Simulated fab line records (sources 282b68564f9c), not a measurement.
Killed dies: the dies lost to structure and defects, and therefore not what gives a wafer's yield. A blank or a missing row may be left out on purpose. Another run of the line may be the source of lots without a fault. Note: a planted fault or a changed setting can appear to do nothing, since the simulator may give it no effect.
Split-lot trial -- flow ritCmos -- 23 wafers read across 5 lots, on a route 202 steps long

== ABOUT THE SPLIT ==
At RIT_CONTACT_COAT_03 (resist thk 1000 nm), the setting spinRpm was moved away from the recipe's 3250 rpm on 6 of the 23 wafers read, by -3.9% to +4.9%. For the rest of the wafers, this setting stayed at what the recipe calls for.

Reading taken at the split's own step.

== THE READING ==
NOVOLAK_of_CONTACT_COAT_03.thkNm (the simulator's own value, which no gauge read), in nm, at RIT_CONTACT_COAT_03 (resist thk 1000 nm). No usual value for it is given in the file. Here, 17 wafers ran the recipe; their average is 997.6 nm with a standard deviation of 2.3 nm.

wafer,"tool, chamber at the split","spinRpm as run, rpm",against the recipe,"NOVOLAK_of_CONTACT_COAT_03.thkNm, nm",against lot-mates on the recipe
L074.1,"lithoTrack-03, 0",3250,recipe,1002,-
L074.2,"lithoTrack-03, 0",3250,recipe,998.6,-
L074.3,"lithoTrack-03, 0",3250,recipe,998.1,-
L074.4,"lithoTrack-03, 0",3250,recipe,998.3,-
L074.5,"lithoTrack-03, 0",3250,recipe,998.5,-
L079.1,"lithoTrack-03, 0",3250,recipe,997.3,-
L079.2,"lithoTrack-03, 0",3408,+4.9%,970,-27.1
L079.3,"lithoTrack-03, 0",3250,recipe,997,-
L079.4,"lithoTrack-03, 0",3408,+4.9%,972.9,-24.2
L079.5,"lithoTrack-03, 0",3408,+4.9%,976,-21.1
L081.1,"lithoTrack-03, 0",3250,recipe,997.3,-
L081.5,"lithoTrack-03, 0",3250,recipe,1000,-
L081.6,"lithoTrack-03, 0",3250,recipe,1001,-
L082.1,"lithoTrack-04, 0",3250,recipe,993.9,-
L082.2,"lithoTrack-04, 0",3250,recipe,993.6,-
L082.3,"lithoTrack-04, 0",3250,recipe,995,-
L082.4,"lithoTrack-04, 0",3250,recipe,996.7,-
L082.6,"lithoTrack-04, 0",3250,recipe,996.9,-
L085.1,"lithoTrack-02, 0",3122,-3.9%,1021,+23.1
L085.2,"lithoTrack-02, 0",3122,-3.9%,1021,+23.1
L085.3,"lithoTrack-02, 0",3122,-3.9%,1019,+21.1
L085.5,"lithoTrack-02, 0",3250,recipe,995.8,-
L085.6,"lithoTrack-02, 0",3250,recipe,1000,-

THE FIT
A straight line over all 23 wafers: NOVOLAK_of_CONTACT_COAT_03.thkNm changes by -5.36 nm for each +1% of spinRpm; r = -0.98; the points scatter about the line by 2.4 nm.
The same after taking each lot's own level away (the mean of its wafers on the recipe; 23 wafers): -5.27 nm for each +1%; r = -0.99; scatter 1.8 nm.
Per that fit: largest spinRpm move, reading shift of 26 nm.
From 995.22 to 999.43 nm: that is the span of the lots' own levels, equal to 1.9 times the standard deviation above.
The two slopes agree, so the slope changes little with the lot-to-lot level.
Check: for one of the wafers moved furthest among these (+4.9%), held out of the fit, the line's prediction against its lot-mates is -24.6 nm. It came out at -27.1 nm against them.

== THESE WAFERS: OTHER SPLITS ==
Before the reading, these wafers also passed through other splits. Each is held against what the fit with the lots' levels taken away leaves over:
other split on the same wafers,wafers away from the commonest value,r with NOVOLAK_of_CONTACT_COAT_03.thkNm (lot level and that fit taken away)
RIT_ACTIVE_CVD_03 timeS,18,+0.17
RIT_ACTIVE_ETCH_13 rfW,8,+0.17
RIT_FOX2_CLEAN_02 timeS,10,+0.16
RIT_NWELL_IMPLANT_08 energyKev,8,-0.18
RIT_NRETRO_COAT_01 spinRpm,7,-0.02
RIT_PRETRO_SOFTBAKE_02 tempC,10,-0.20
RIT_GATE_EXPOSE_13 doseMj,7,-0.05
RIT_NLDD_IMPLANT_08 energyKev,9,+0.09
RIT_PLDD_SOFTBAKE_02 tempC,8,+0.32
RIT_NSD_COAT_01 resistThkNm,7,+0.34
RIT_NSD_HARDBAKE_07 tempC,11,+0.13

== THE FILE'S OWN FIT ==
NOVOLAK_of_CONTACT_COAT_03.thkNm changes by -5.25 nm for each +1% of spinRpm, r = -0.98.
